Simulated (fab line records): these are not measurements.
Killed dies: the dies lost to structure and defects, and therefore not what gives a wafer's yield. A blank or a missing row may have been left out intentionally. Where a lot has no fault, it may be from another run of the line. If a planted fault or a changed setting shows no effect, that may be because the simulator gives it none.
fab line records -- flow rit_cmos
[record] lots = 5, wafers = 15, last_day = 7
route steps=202 shown CONTACT@182 M1@184
lots with no fault: from the same line, run without faults
start_h: the number of hours between the record's first day and the start of the first shown wafer of the lot -- wait_h: hours from the lot's prior step to this one -- " repeats the value in the row above -- L1.1+2: several wafers, shown together as one row -- - value missing, or start not given -- * or withheld: withheld -- < > ~ a bound
route shown NAME@n: NAME is a module with steps in the file, n the number in the route of the first one -- usual: mean/standard deviation taken from wafers without a fault -- same: alike in all rows -- chamber/n: place in a boat -- sites: each site's reading -- _std_site: standard deviation across them -- _edge_site: inner sites' mean taken away from outer sites' mean -- radius_mm: for every site, how far away it sits from the centre of the wafer -- mask NAME#n: copy n -- behind: tool/chamber where the wafer was last shaped -- hold: what put the lot on hold/how long, in hours/how the hold closed -- device: transistor that didn't switch, given as n, p or np -- end of line: at the end of the route, the tests of the same wafers -- a step without rows: its recipe alone -- killed: the dies lost at the first sort to structure and to defects; this is not the yield of the wafer -- map: a wafer's dies, x killed, . not, _ none there
set.NAME: the run value of the setting; set.NAME@STEP: its run value at that earlier step -- model.NAME: the simulator's own value behind a step, which no gauge read
certain route steps with their lots: each step a table, each wafer a row
services: from which hour (start_h, from the record's first day; less than 0 if before it) a tool's chamber was out of use, for how many hours, and why
[[steps]]
[step RIT_CONTACT_CLEAN_13]
[recipe] chemistry = SC1, mix = 3:3:50, time_s = 600, temp_c = 75
lot.wafer,tool,chamber,start_h,wait_h
L076.1+2+4,wet_bench-02,3,69.10,0.1
L077.1+2+6,wet_bench-04,2,70.53,0.1
L091.2+4+6,wet_bench-04,0,144.23,0.1
L095.1+5+6,wet_bench-04,2,166.21,0.1
L096.2+3+4,wet_bench-03,1,170.23,0.1
[step RIT_CONTACT_CLEAN_14]
[recipe] chemistry = SC2, mix = 3:3:50, time_s = 600, temp_c = 75, dry = n2_spin
lot.wafer,tool,chamber,start_h,wait_h
L076.1+2+4,wet_bench-03,3,69.28,0.0
L077.1+2+6,wet_bench-03,2,70.70,0.0
L091.2+4+6,wet_bench-02,2,144.41,0.0
L095.1+5+6,wet_bench-03,1,166.39,0.0
L096.2+3+4,wet_bench-04,0,170.42,0.0
[step RIT_M1_SPUTTER_00]
[recipe] material = Al, target_thk_nm = 400, power_w = 2000, chamber_pressure_pa = 0.4, gas = Ar, time_s = 500, substrate_temp_c = 25
[usual] throttle_valve_pct = 29.7/0.97
lot.wafer,tool,chamber,start_h,wait_h,throttle_valve_pct
L076.1,pvd_sputter-02,-,69.45,0.0,30.8
L076.2,pvd_sputter-02,-,69.45,0.0,30.6
L076.4,pvd_sputter-02,-,69.45,0.0,28.4
L077.1,pvd_sputter-01,-,70.88,0.0,30.5
L077.2,pvd_sputter-01,-,70.88,0.0,30.9
L077.6,pvd_sputter-01,-,70.88,0.0,30.5
L091.2,pvd_sputter-01,-,144.58,0.0,29.3
L091.4,pvd_sputter-01,-,144.58,0.0,30.5
L091.6,pvd_sputter-01,-,144.58,0.0,29.1
L095.1,pvd_sputter-02,-,166.58,0.0,30.7
L095.5,pvd_sputter-02,-,166.58,0.0,28.4
L095.6,pvd_sputter-02,-,166.58,0.0,31.0
L096.2,pvd_sputter-03,-,170.59,0.0,28.6
L096.3,pvd_sputter-03,-,170.59,0.0,30.2
L096.4,pvd_sputter-03,-,170.59,0.0,29.0
[step RIT_M1_RS_MEAS_01]
[recipe] thk_meas_gauge = four-point-probe, reads = Al_of_M1_SPUTTER_00
[usual] M1_AL_RS = 0.0735/0.00072
lot.wafer,tool,chamber,start_h,wait_h,M1_AL_RS[ohm/sq]
L076.1,film_metro-02,-,69.75,0.1,0.0751
L076.2,film_metro-02,-,69.75,0.1,0.0744
L076.4,film_metro-02,-,69.75,0.1,0.0731
L077.1,film_metro-02,-,71.17,0.1,0.0740
L077.2,film_metro-02,-,71.17,0.1,0.0738
L077.6,film_metro-02,-,71.17,0.1,0.0748
L091.2,film_metro-04,-,144.90,0.2,0.0730
L091.4,film_metro-04,-,144.90,0.2,0.0729
L091.6,film_metro-04,-,144.90,0.2,0.0726
L095.1,film_metro-02,-,166.87,0.1,0.0745
L095.5,film_metro-02,-,166.87,0.1,0.0735
L095.6,film_metro-02,-,166.87,0.1,0.0745
L096.2,film_metro-04,-,170.91,0.2,0.0743
L096.3,film_metro-04,-,170.91,0.2,0.0732
L096.4,film_metro-04,-,170.91,0.2,0.0731
[step RIT_M1_THK_MEAS_02]
[recipe] thk_meas_gauge = xrf, reads = Al_of_M1_SPUTTER_00
[usual] M1_AL_THK = 398/4.2
lot.wafer,tool,chamber,start_h,wait_h,M1_AL_THK[nm]
L076.1,film_metro-02,-,69.87,0.1,390
L076.2,film_metro-02,-,69.87,0.1,395
L076.4,film_metro-02,-,69.87,0.1,401
L077.1,film_metro-02,-,71.29,0.1,394
L077.2,film_metro-02,-,71.29,0.1,398
L077.6,film_metro-02,-,71.29,0.1,390
L091.2,film_metro-04,-,145.01,0.1,399
L091.4,film_metro-04,-,145.01,0.1,399
L091.6,film_metro-04,-,145.01,0.1,400
L095.1,film_metro-02,-,166.99,0.1,393
L095.5,film_metro-02,-,166.99,0.1,399
L095.6,film_metro-02,-,166.99,0.1,397
L096.2,film_metro-04,-,171.02,0.1,393
L096.3,film_metro-04,-,171.02,0.1,398
L096.4,film_metro-04,-,171.02,0.1,400
[step RIT_M1_HMDS_03]
[recipe] prime_time_s = 60, prime_temp_c = 140
[usual] chill_plate_temp_C = 23.02/0.094
lot.wafer,tool,chamber,start_h,wait_h,chill_plate_temp_C
L076.1,litho_track-02,0,69.93,0.1,22.90
L076.2,litho_track-02,0,69.93,0.1,23.17
L076.4,litho_track-02,0,69.93,0.1,22.88
L077.1,litho_track-01,0,71.35,0.1,23.09
L077.2,litho_track-01,0,71.35,0.1,23.16
L077.6,litho_track-01,0,71.35,0.1,22.99
L091.2,litho_track-04,0,145.09,0.1,23.22
L091.4,litho_track-04,0,145.09,0.1,23.07
L091.6,litho_track-04,0,145.09,0.1,23.09
L095.1,litho_track-01,0,167.05,0.1,23.00
L095.5,litho_track-01,0,167.05,0.1,22.83
L095.6,litho_track-01,0,167.05,0.1,22.95
L096.2,litho_track-01,0,171.09,0.1,22.96
L096.3,litho_track-01,0,171.09,0.1,22.88
L096.4,litho_track-01,0,171.09,0.1,22.89
[step RIT_M1_COAT_04]
[recipe] resist = NOVOLAK, spin_rpm = 2000, resist_thk_nm = 1300
[usual] chill_plate_temp_C = 22.97/0.11
lot.wafer,tool,chamber,start_h,wait_h,chill_plate_temp_C
L076.1,litho_track-02,0,70.08,0.1,22.89
L076.2,litho_track-02,0,70.08,0.1,22.97
L076.4,litho_track-02,0,70.08,0.1,22.96
L077.1,litho_track-01,0,71.50,0.1,23.02
L077.2,litho_track-01,0,71.50,0.1,23.11
L077.6,litho_track-01,0,71.50,0.1,23.17
L091.2,litho_track-04,0,145.24,0.1,23.08
L091.4,litho_track-04,0,145.24,0.1,22.97
L091.6,litho_track-04,0,145.24,0.1,22.97
L095.1,litho_track-01,0,167.20,0.1,23.01
L095.5,litho_track-01,0,167.20,0.1,22.97
L095.6,litho_track-01,0,167.20,0.1,22.99
L096.2,litho_track-01,0,171.24,0.1,22.96
L096.3,litho_track-01,0,171.24,0.1,22.91
L096.4,litho_track-01,0,171.24,0.1,22.93
[step RIT_M1_SOFTBAKE_05]
[recipe] resist = NOVOLAK, temp_c = 90, time_s = 60
[usual] chill_plate_temp_C = 23.00/0.1
lot.wafer,tool,chamber,start_h,wait_h,chill_plate_temp_C
L076.1,litho_track-02,0,70.23,0.1,23.12
L076.2,litho_track-02,0,70.23,0.1,22.93
L076.4,litho_track-02,0,70.23,0.1,23.01
L077.1,litho_track-01,0,71.65,0.1,22.94
L077.2,litho_track-01,0,71.65,0.1,23.07
L077.6,litho_track-01,0,71.65,0.1,22.95
L091.2,litho_track-04,0,145.39,0.1,22.99
L091.4,litho_track-04,0,145.39,0.1,23.03
L091.6,litho_track-04,0,145.39,0.1,22.93
L095.1,litho_track-01,0,167.35,0.1,23.24
L095.5,litho_track-01,0,167.35,0.1,23.04
L095.6,litho_track-01,0,167.35,0.1,22.97
L096.2,litho_track-01,0,171.39,0.1,22.99
L096.3,litho_track-01,0,171.39,0.1,22.79
L096.4,litho_track-01,0,171.39,0.1,22.87
[step RIT_M1_EXPOSE_06]
[recipe] mask_id = M12, na = 0.6, source_shape = conventional, sigma_outer = 0.5, target_cd_nm = 2600, dose_mj = 246.6
[usual] exposure_dose_mJ_cm2 = 249.90/0.26
lot.wafer,tool,chamber,start_h,wait_h,mask,exposure_dose_mJ_cm2
L076.1,iline_stepper-01,0,70.50,0.2,M12#0,249.79
L076.2,iline_stepper-01,0,70.50,0.2,M12#0,249.75
L076.4,iline_stepper-01,0,70.50,0.2,M12#0,249.64
L077.1,iline_stepper-01,0,71.80,0.1,M12#0,249.97
L077.2,iline_stepper-01,0,71.80,0.1,M12#0,249.61
L077.6,iline_stepper-01,0,71.80,0.1,M12#0,249.78
L091.2,iline_stepper-02,0,145.53,0.1,M12#0,249.95
L091.4,iline_stepper-02,0,145.53,0.1,M12#0,250.10
L091.6,iline_stepper-02,0,145.53,0.1,M12#0,249.87
L095.1,iline_stepper-02,0,167.50,0.1,M12#0,249.95
L095.5,iline_stepper-02,0,167.50,0.1,M12#0,249.42
L095.6,iline_stepper-02,0,167.50,0.1,M12#0,249.64
L096.2,iline_stepper-01,0,171.66,0.2,M12#0,250.50
L096.3,iline_stepper-01,0,171.66,0.2,M12#0,250.28
L096.4,iline_stepper-01,0,171.66,0.2,M12#0,250.19
[step RIT_M1_PEB_07]
[recipe] resist = NOVOLAK, temp_c = withheld, time_s = withheld
[usual] chill_plate_temp_C = *
lot.wafer,tool,chamber,start_h,wait_h,chill_plate_temp_C
L076.1,litho_track-01,0,70.62,0.1,*
L076.2,litho_track-01,0,70.62,0.1,*
L076.4,litho_track-01,0,70.62,0.1,*
L077.1,litho_track-04,0,71.92,0.1,*
L077.2,litho_track-04,0,71.92,0.1,*
L077.6,litho_track-04,0,71.92,0.1,*
L091.2,litho_track-04,0,145.65,0.1,*
L091.4,litho_track-04,0,145.65,0.1,*
L091.6,litho_track-04,0,145.65,0.1,*
L095.1,litho_track-01,0,167.62,0.1,*
L095.5,litho_track-01,0,167.62,0.1,*
L095.6,litho_track-01,0,167.62,0.1,*
L096.2,litho_track-01,0,171.78,0.1,*
L096.3,litho_track-01,0,171.78,0.1,*
L096.4,litho_track-01,0,171.78,0.1,*
[step RIT_M1_DEVELOP_08]
[recipe] resist = NOVOLAK, develop_time_s = 68, dev_temp_c = 23
[usual] chill_plate_temp_C = 22.98/0.1
lot.wafer,tool,chamber,start_h,wait_h,chill_plate_temp_C
L076.1,litho_track-01,0,-,-,23.33
L076.2,litho_track-01,0,-,-,23.14
L076.4,litho_track-01,0,-,-,23.27
L077.1,litho_track-04,0,-,-,22.94
L077.2,litho_track-04,0,-,-,23.09
L077.6,litho_track-04,0,-,-,22.98
L091.2,litho_track-04,0,-,-,22.95
L091.4,litho_track-04,0,-,-,23.06
L091.6,litho_track-04,0,-,-,22.84
L095.1,litho_track-01,0,-,-,22.99
L095.5,litho_track-01,0,-,-,22.95
L095.6,litho_track-01,0,-,-,23.07
L096.2,litho_track-01,0,-,-,22.86
L096.3,litho_track-01,0,-,-,23.17
L096.4,litho_track-01,0,-,-,22.98
[step RIT_M1_CD_MEAS_09]
[recipe] target_cd_nm = 2600
[usual] cd_nm = 2599.7/2.6
lot.wafer,tool,chamber,start_h,wait_h,cd_nm
L076.1,cd_sem-01,-,70.93,-,2598.6
L076.2,cd_sem-01,-,70.93,-,2598.6
L076.4,cd_sem-01,-,70.93,-,2599.0
L077.1,cd_sem-01,-,72.23,-,2598.3
L077.2,cd_sem-01,-,72.23,-,2598.7
L077.6,cd_sem-01,-,72.23,-,2599.2
L091.2,cd_sem-02,-,145.96,-,2602.0
L091.4,cd_sem-02,-,145.96,-,2604.7
L091.6,cd_sem-02,-,145.96,-,2604.7
L095.1,cd_sem-02,-,167.93,-,2594.2
L095.5,cd_sem-02,-,167.93,-,2593.5
L095.6,cd_sem-02,-,167.93,-,2593.8
L096.2,cd_sem-02,-,172.09,-,2601.9
L096.3,cd_sem-02,-,172.09,-,2602.1
L096.4,cd_sem-02,-,172.09,-,2603.1
[step RIT_M1_OVL_MEAS_10]
[usual] M1_OVL = 0.4/1.3
lot.wafer,tool,chamber,start_h,wait_h,M1_OVL[nm]
L076.1,overlay-01,-,71.05,0.1,-1.5
L076.2,overlay-01,-,71.05,0.1,-0.2
L076.4,overlay-01,-,71.05,0.1,0.1
L077.1,overlay-02,-,72.35,0.1,-0.9
L077.2,overlay-02,-,72.35,0.1,1.7
L077.6,overlay-02,-,72.35,0.1,2.0
L091.2,overlay-02,-,146.07,0.1,0.4
L091.4,overlay-02,-,146.07,0.1,0.1
L091.6,overlay-02,-,146.07,0.1,0.9
L095.1,overlay-02,-,168.05,0.1,0.9
L095.5,overlay-02,-,168.05,0.1,0.7
L095.6,overlay-02,-,168.05,0.1,0.2
L096.2,overlay-01,-,172.20,0.1,1.9
L096.3,overlay-01,-,172.20,0.1,3.1
L096.4,overlay-01,-,172.20,0.1,1.9
[step RIT_M1_HARDBAKE_11]
[recipe] resist = NOVOLAK, temp_c = 140, time_s = 120
[usual] chill_plate_temp_C = 22.99/0.094
lot.wafer,tool,chamber,start_h,wait_h,chill_plate_temp_C
L076.1,litho_track-01,0,71.09,0.0,22.99
L076.2,litho_track-01,0,71.09,0.0,22.86
L076.4,litho_track-01,0,71.09,0.0,22.94
L077.1,litho_track-02,0,72.39,0.0,22.92
L077.2,litho_track-02,0,72.39,0.0,23.01
L077.6,litho_track-02,0,72.39,0.0,23.02
L091.2,litho_track-01,0,146.14,0.1,22.97
L091.4,litho_track-01,0,146.14,0.1,23.08
L091.6,litho_track-01,0,146.14,0.1,22.97
L095.1,litho_track-01,0,168.09,0.0,22.99
L095.5,litho_track-01,0,168.09,0.0,23.05
L095.6,litho_track-01,0,168.09,0.0,22.95
L096.2,litho_track-02,0,172.27,0.1,22.85
L096.3,litho_track-02,0,172.27,0.1,22.87
L096.4,litho_track-02,0,172.27,0.1,22.84
[step RIT_M1_METAL_ETCH_12]
[recipe] stop_on = SiO2, chemistry = Cl2/BCl3, target = Al, time_s = 165, over_etch_frac = 0.5, pressure_mtorr = 100, target_depth_a = 6000, rf_w = 250, Cl2_flow_sccm = 60, bcl3_flow_sccm = 50
[usual] drypump_motor_current_A = 5.58/0.19, oes_product_au = 0.784/0.011, rf_fwd_power_W = 248.9/0.83, throttle_valve_pct = 8.26/0.071
lot.wafer,tool,chamber,start_h,wait_h,drypump_motor_current_A,oes_product_au,rf_fwd_power_W,rf_hours_counter_h,throttle_valve_pct
L076.1,rie_metal-01,0,71.34,0.2,5.71,0.778,248.4,4.3,8.36
L076.2,rie_metal-01,1,71.34,0.2,5.44,0.757,249.2,4.3,8.13
L076.4,rie_metal-01,0,71.34,0.2,5.72,0.781,248.1,-,8.35
L077.1,rie_metal-02,0,72.64,0.2,5.67,0.794,249.1,0.7,8.29
L077.2,rie_metal-02,1,72.64,0.2,5.49,0.777,248.9,0.7,8.28
L077.6,rie_metal-02,1,72.64,0.2,5.46,0.771,250.2,-,8.27
L091.2,rie_metal-02,0,146.35,0.2,5.67,0.799,248.0,1.6,8.30
L091.4,rie_metal-02,1,146.35,0.2,5.47,0.788,248.7,-,8.26
L091.6,rie_metal-02,0,146.35,0.2,5.68,0.810,248.5,-,8.28
L095.1,rie_metal-01,1,168.34,0.2,5.43,0.766,247.9,5.6,8.12
L095.5,rie_metal-01,1,168.34,0.2,5.45,0.771,248.0,-,8.14
L095.6,rie_metal-01,0,168.34,0.2,5.72,0.776,247.2,-,8.36
L096.2,rie_metal-04,0,172.48,0.2,5.33,0.783,249.3,3.4,8.28
L096.3,rie_metal-04,0,172.48,0.2,5.29,0.779,249.9,-,8.29
L096.4,rie_metal-04,1,172.48,0.2,5.90,0.779,250.6,-,8.25
[step RIT_M1_STRIP_13]
[recipe] chemistry = nmp, resist = NOVOLAK, temp_c = 80, time_s = 600, dry = n2_spin
lot.wafer,tool,chamber,start_h,wait_h
L076.1+2+4,wet_bench-04,2,71.50,0.1
L077.1+2+6,wet_bench-01,2,72.80,0.1
L091.2+4+6,wet_bench-02,2,146.51,0.1
L095.1+5+6,wet_bench-02,3,168.50,0.1
L096.2+3+4,wet_bench-02,2,172.64,0.1
[step RIT_M1_STRIP_14]
[recipe] chemistry = O2, time_s = 171.1, platen_temp_c = withheld, power_w = 500, pressure_mtorr = 4000, o2_flow_sccm = 4000
[usual] drypump_motor_current_A = 5.89/0.2
lot.wafer,tool,chamber,start_h,wait_h,drypump_motor_current_A,rf_hours_counter_h
L076.1,plasma_asher-02,1,71.67,0.0,5.70,43
L076.2,plasma_asher-02,0,71.67,0.0,6.06,43
L076.4,plasma_asher-02,1,71.67,0.0,5.72,-
L077.1,plasma_asher-02,0,72.98,0.0,6.06,43
L077.2,plasma_asher-02,1,72.98,0.0,5.71,43
L077.6,plasma_asher-02,0,72.98,0.0,6.05,-
L091.2,plasma_asher-01,1,146.69,0.0,5.64,50
L091.4,plasma_asher-01,1,146.69,0.0,5.71,-
L091.6,plasma_asher-01,0,146.69,0.0,5.63,-
L095.1,plasma_asher-02,1,168.71,0.0,5.71,5
L095.5,plasma_asher-02,0,168.71,0.0,6.04,-
L095.6,plasma_asher-02,1,168.71,0.0,5.70,-
L096.2,plasma_asher-03,0,172.83,0.0,6.13,41
L096.3,plasma_asher-03,0,172.83,0.0,6.15,-
L096.4,plasma_asher-03,1,172.83,0.0,5.97,-
[step RIT_M1_CD_MEAS_90]
[recipe] target_cd_nm = 2600
[usual] cd_nm = 2599.5/2.4
lot.wafer,tool,chamber,start_h,wait_h,cd_nm
L076.1,cd_sem-01,-,71.85,0.1,2598.4
L076.2,cd_sem-01,-,71.85,0.1,2601.2
L076.4,cd_sem-01,-,71.85,0.1,2598.8
L077.1,cd_sem-01,-,73.15,0.1,2599.9
L077.2,cd_sem-01,-,73.15,0.1,2596.5
L077.6,cd_sem-01,-,73.15,0.1,2598.0
L091.2,cd_sem-02,-,146.88,0.1,2600.7
L091.4,cd_sem-02,-,146.88,0.1,2603.0
L091.6,cd_sem-02,-,146.88,0.1,2603.2
L095.1,cd_sem-01,-,168.89,0.1,2595.2
L095.5,cd_sem-01,-,168.89,0.1,2594.9
L095.6,cd_sem-01,-,168.89,0.1,2594.1
L096.2,cd_sem-01,-,173.03,0.1,2601.0
L096.3,cd_sem-01,-,173.03,0.1,2600.0
L096.4,cd_sem-01,-,173.03,0.1,2602.0
[step RIT_M1_ANNEAL_15]
[recipe] temp_c = 450, time_s = 1800, ambient = forming_gas_H2N2
[usual] zone_power_source_pct = 6.56/0.072
lot.wafer,tool,chamber,start_h,wait_h,zone_power_source_pct
L076.1,furnace-02,0,71.97,0.1,6.63
L076.2,furnace-02,0,71.97,0.1,6.53
L076.4,furnace-02,0,71.97,0.1,6.62
L077.1,furnace-02,0,73.47,0.3,6.39
L077.2,furnace-02,0,73.47,0.3,6.47
L077.6,furnace-02,0,73.47,0.3,6.58
L091.2,furnace-02,0,148.09,1.2,6.63
L091.4,furnace-02,0,148.09,1.2,6.53
L091.6,furnace-02,0,148.09,1.2,6.46
L095.1,furnace-02,0,169.01,0.1,6.44
L095.5,furnace-02,0,169.01,0.1,6.50
L095.6,furnace-02,0,169.01,0.1,6.75
L096.2,furnace-02,0,173.13,0.1,6.62
L096.3,furnace-02,0,173.13,0.1,6.65
L096.4,furnace-02,0,173.13,0.1,6.60
[step RIT_M1_BOW_MEAS_16]
[recipe] mode = bow
[usual] M1_BOW = 17/6.6
lot.wafer,tool,chamber,start_h,wait_h,M1_BOW[um]
L076.1,film_metro-04,-,73.47,0.0,19
L076.2,film_metro-04,-,73.47,0.0,19
L076.4,film_metro-04,-,73.47,0.0,11
L077.1,film_metro-04,-,74.97,0.0,24
L077.2,film_metro-04,-,74.97,0.0,15
L077.6,film_metro-04,-,74.97,0.0,28
L091.2,film_metro-01,-,149.61,0.0,18
L091.4,film_metro-01,-,149.61,0.0,22
L091.6,film_metro-01,-,149.61,0.0,20
L095.1,film_metro-01,-,170.51,0.0,21
L095.5,film_metro-01,-,170.51,0.0,26
L095.6,film_metro-01,-,170.51,0.0,19
L096.2,film_metro-01,-,174.65,0.0,13
L096.3,film_metro-01,-,174.65,0.0,18
L096.4,film_metro-01,-,174.65,0.0,22
[step RIT_M1_PROBE_99]
[usual] defect_limited_yield = 97.5/1.1, killed_at_front_end = 6.6/2.8, killed_dies = 6.6/2.8, killed_open = 3.3/1.9, killed_short = 3.2/1.8, sort_bin_3_pad_short = 0.1/0.2, sort_bin_5_function = 1.4/0.83, sort_bin_6_memory = 0.9/0.55, sort_n_pass = 257.4/2.8, sort_yield_pct = 97.5/1.1
[same] gross_dies = 264, killed_at_M0_to_M3 = 0, killed_at_M4_up = 0, killed_at_back_side = 0, killed_at_contacts = 0, killed_at_other = 0
lot.wafer,tool,chamber,start_h,wait_h,defect_limited_yield[%],killed_at_front_end,killed_dies,killed_open,killed_short,sort_bin_3_pad_short[%],sort_bin_5_function[%],sort_bin_6_memory[%],sort_n_pass,sort_yield_pct[%]
L076.1,prober-02,-,73.59,0.1,98.5,4,4,3,1,0,0.8,0.8,260.0,98.5
L076.2,prober-02,-,73.64,0.1,97.7,6,6,3,3,0.4,0.4,1.5,258.0,97.7
L076.4,prober-02,-,73.74,0.2,97.0,8,8,3,5,0,1.9,1.1,256.0,97.0
L077.1,prober-01,-,75.09,0.1,97.0,8,8,2,6,0.4,1.9,0.8,256.0,97.0
L077.2,prober-01,-,75.14,0.1,98.5,4,4,3,1,0,0.4,1.1,260.0,98.5
L077.6,prober-01,-,75.34,0.2,98.1,5,5,4,1,0,1.1,0.8,259.0,98.1
L091.2,prober-01,-,149.76,0.1,98.5,4,4,0,4,0,0.4,1.1,260.0,98.5
L091.4,prober-01,-,149.86,0.2,95.8,11,11,7,4,0.4,1.9,1.9,253.0,95.8
L091.6,prober-01,-,149.96,0.2,98.5,4,4,2,2,0,0.4,1.1,260.0,98.5
L095.1,prober-01,-,170.63,0.1,95.5,12,12,5,6,0.8,2.7,1.1,252.0,95.5
L095.5,prober-01,-,170.83,0.2,95.5,12,12,6,6,0,3.4,1.1,252.0,95.5
L095.6,prober-01,-,170.88,0.2,96.6,9,9,4,5,0,2.7,0.8,255.0,96.6
L096.2,prober-02,-,174.80,0.1,98.5,4,4,2,2,0,1.1,0.4,260.0,98.5
L096.3,prober-02,-,174.85,0.2,97.0,8,8,7,1,0.4,1.1,1.5,256.0,97.0
L096.4,prober-02,-,174.90,0.2,98.5,4,4,2,2,0,0.4,1.1,260.0,98.5
// killed by level:class
L076.1 FOX2:geometric_particle:open=1 GATE:geometric_particle:open=1 SPACER:geometric_particle:short=1 SILICIDE:geometric_particle:open=1
L076.2 GATE:geometric_particle:short=2 GATE:geometric_particle:open=2 REOX:geometric_particle:open=1 SPACER:geometric_particle:short=1
L076.4 SPACER:geometric_particle:open=2 SILICIDE:geometric_particle:short=2 GATE:geometric_particle:short=1 REOX:geometric_particle:open=1 REOX:geometric_particle:short=1 SPACER:geometric_particle:short=1
L077.1 GATE:geometric_particle:short=2 GATE:geometric_particle:open=2 ACTIVE:geometric_particle:short=1 FOX1:geometric_particle:short=1 REOX:geometric_particle:short=1 SPACER:geometric_particle:short=1
L077.2 FOX1:geometric_particle:open=1 GATE:geometric_particle:open=1 SPACER:geometric_particle:short=1 SILICIDE:geometric_particle:open=1
L077.6 SILICIDE:geometric_particle:open=2 GATE:geometric_particle:open=1 REOX:geometric_particle:open=1 SILICIDE:geometric_particle:short=1
L091.2 GATE:geometric_particle:short=3 FOX1:geometric_particle:short=1
L091.4 SPACER:geometric_particle:open=2 SILICIDE:geometric_particle:short=2 FOX1:geometric_particle:open=1 FOX2:geometric_particle:open=1 GATE:geometric_particle:open=1 REOX:geometric_particle:open=1 REOX:geometric_particle:short=1 SPACER:geometric_particle:short=1
L091.6 REOX:geometric_particle:short=2 FOX1:geometric_particle:open=1 SILICIDE:geometric_particle:open=1
L095.1 FOX1:geometric_particle:short=2 GATE:geometric_particle:short=2 GATE:geometric_particle:open=2 SPACER:geometric_particle:open=2 SILICIDE:geometric_particle:short=1 REOX:geometric_particle:open=1 SPACER:geometric_particle:short=1 NLDD:coat_microbubble_printed=1
L095.5 GATE:geometric_particle:short=4 GATE:geometric_particle:open=2 ACTIVE:geometric_particle:open=1 FOX1:geometric_particle:short=1 REOX:geometric_particle:open=1 SPACER:geometric_particle:open=1 SPACER:geometric_particle:short=1 SILICIDE:geometric_particle:open=1
L095.6 GATE:geometric_particle:open=3 GATE:geometric_particle:short=3 FOX1:geometric_particle:short=1 REOX:geometric_particle:open=1 SPACER:geometric_particle:short=1
L096.2 GATE:geometric_particle:open=2 GATE:geometric_particle:short=1 SILICIDE:geometric_particle:short=1
L096.3 GATE:geometric_particle:open=3 SILICIDE:geometric_particle:open=2 FOX1:geometric_particle:open=1 REOX:geometric_particle:open=1 REOX:geometric_particle:short=1
L096.4 FOX1:geometric_particle:short=1 GATE:geometric_particle:short=1 GATE:geometric_particle:open=1 SPACER:geometric_particle:open=1
[[services]]
tool,chamber,start_h,hours,kind
plasma_asher-02,-,47.67,6.0,repair
iline_stepper-02,-,49.74,9.0,repair
litho_track-01,-,55.49,-,consumable_replace:filter
plasma_asher-03,-,57.27,5.9,repair
pvd_sputter-03,-,75.93,2.6,repair
plasma_asher-02,-,77.79,6.2,repair
wet_bench-01,-,90.80,7.5,repair
wet_bench-04,-,94.48,1.9,pm
iline_stepper-01,-,102.16,5.5,repair
rie_metal-04,-,103.27,14.6,pm
plasma_asher-01,-,105.85,1.3,repair
plasma_asher-01,-,108.39,19.9,repair
plasma_asher-02,-,108.75,9.0,pm
plasma_asher-02,0,108.75,9.0,vent_cycle
plasma_asher-02,1,108.75,9.0,vent_cycle
iline_stepper-02,0,110.26,-,calibration
pvd_sputter-02,-,114.54,4.7,repair
plasma_asher-02,0,117.75,-,clean
plasma_asher-02,1,117.75,-,clean
iline_stepper-01,-,142.98,4.4,pm
iline_stepper-01,-,149.92,3.4,repair
[[key]]
fault none
